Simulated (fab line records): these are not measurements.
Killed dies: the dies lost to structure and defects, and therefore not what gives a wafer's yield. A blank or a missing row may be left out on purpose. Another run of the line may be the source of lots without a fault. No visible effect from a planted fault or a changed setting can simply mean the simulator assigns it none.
A struck lot beside a sound one || flow berkeley_cmos170 || 15 steps out of a route of 331
Sound: the wafers L976.1, L976.5, L976.6. The struck wafers were L991.2, L991.3, L991.4. Last of all comes the cause.
Each step with rows lists, per side, the tool, then ch with its chambers, then its first start. Under that, the readings that differ: sound wafers || struck wafers || difference of the means || sigmas: that difference in standard deviations of wafers without a fault.
alike: same words and numbers on both sides, and readings whose means sit less than 2 such deviations apart. not compared: any withheld reading, any reading some wafer has no value for, any bound like >300 that may hide the same value, and any number with overlapping values for which the record gives no deviation.
The two part at a step that has a row with sigmas, a row that says differs or no value, or rows on one side only. When numbers do not overlap yet have no deviation, they are printed without sigmas and do not part them. A reading missing from all wafers of one side parts the sides only when that side holds two or more wafers.

first, 1 step without rows for these wafers: UCB170_M3_SOFTBAKE_06 (time 60 s).
UCB170_M3_STRIP_07: strips in O2.
  sound on plasma_asher-02 ch 0,1, day 9 15:19; struck on plasma_asher-02 ch 0,1, day 13 12:35
  alike: drypump_motor_current_A, oes_product_au, strip_time_to_endpoint_s
  not compared: rf_hours_counter_h
then, 7 steps without rows for these wafers: UCB170_M3_STRIP_08 (strips KrF in DMSO, time 600 s); UCB170_M3_COAT_09; UCB170_M3_COAT_10 (resist thk 900 nm); UCB170_M3_SOFTBAKE_11 (time 60 s); UCB170_M3_EXPOSE_12 (exposes mask METAL3, target cd 700 nm); UCB170_M3_PEB_13; UCB170_M3_DEVELOP_14 (develop time 45 s).
UCB170_M3_CD_MEAS_15 targets a cd of 700 nm.
  sound on cd_sem-02, day 9 16:26; struck on cd_sem-01, day 13 13:59
  alike: cd_nm
UCB170_M3_OVL_MEAS_16:
  sound on overlay-01, day 9 16:33; struck on overlay-01, day 13 14:06
  alike: M3_OVL
UCB170_M3_ETCH_17: etches BARC in N2/H2.
  sound on rie_diel-04 ch 0,1,3, day 9 16:35; struck on rie_diel-01 ch 1,2,3, day 13 14:08
  alike: drypump_motor_current_A, oes_product_au, throttle_valve_pct
UCB170_M3_METAL_ETCH_18: etches Al in Cl2/BCl3, stops on SiO2, target depth 1170 nm, time 195 s.
  sound on rie_metal-03 ch 0,1, day 9 16:38; struck on rie_metal-04 ch 0,1, day 13 14:10
{"reading": "oes_product_au (a.u.)", "sound": "0.845 0.849 0.848", "struck": "0.877 0.888 0.904", "difference": "+0.042", "sigmas": "+3"}
{"reading": "model.KrF_of_M3_COAT_10.thk_nm (nm)", "sound": "223.4 200.2 219.3", "struck": "300.4 302.5 322.1", "difference": "+94.0", "sigmas": ""}
  alike: drypump_motor_current_A, throttle_valve_pct
  not compared: rf_hours_counter_h
UCB170_M3_STRIP_19: strips in O2.
  sound on plasma_asher-04 ch 0,1, day 9 16:49; struck on plasma_asher-03 ch 0,1, day 13 14:22
{"reading": "oes_product_au (a.u.)", "sound": "0.561 0.532 0.555", "struck": "0.635 0.634 0.659", "difference": "+0.093", "sigmas": "+4"}
  alike: drypump_motor_current_A
  not compared: rf_hours_counter_h
UCB170_M3_PROBE_99:
  record: rows for the struck wafers here (prober-01, day 13 14:51), none for the sound ones

## WHERE THEY PART
At UCB170_M3_METAL_ETCH_18 first; at UCB170_M3_PROBE_99 last (within this record only).

WHY: whatever the simulator had introduced
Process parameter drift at UCB170_M3_METAL_ETCH_18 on rie_metal-04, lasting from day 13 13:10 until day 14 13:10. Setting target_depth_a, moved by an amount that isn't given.
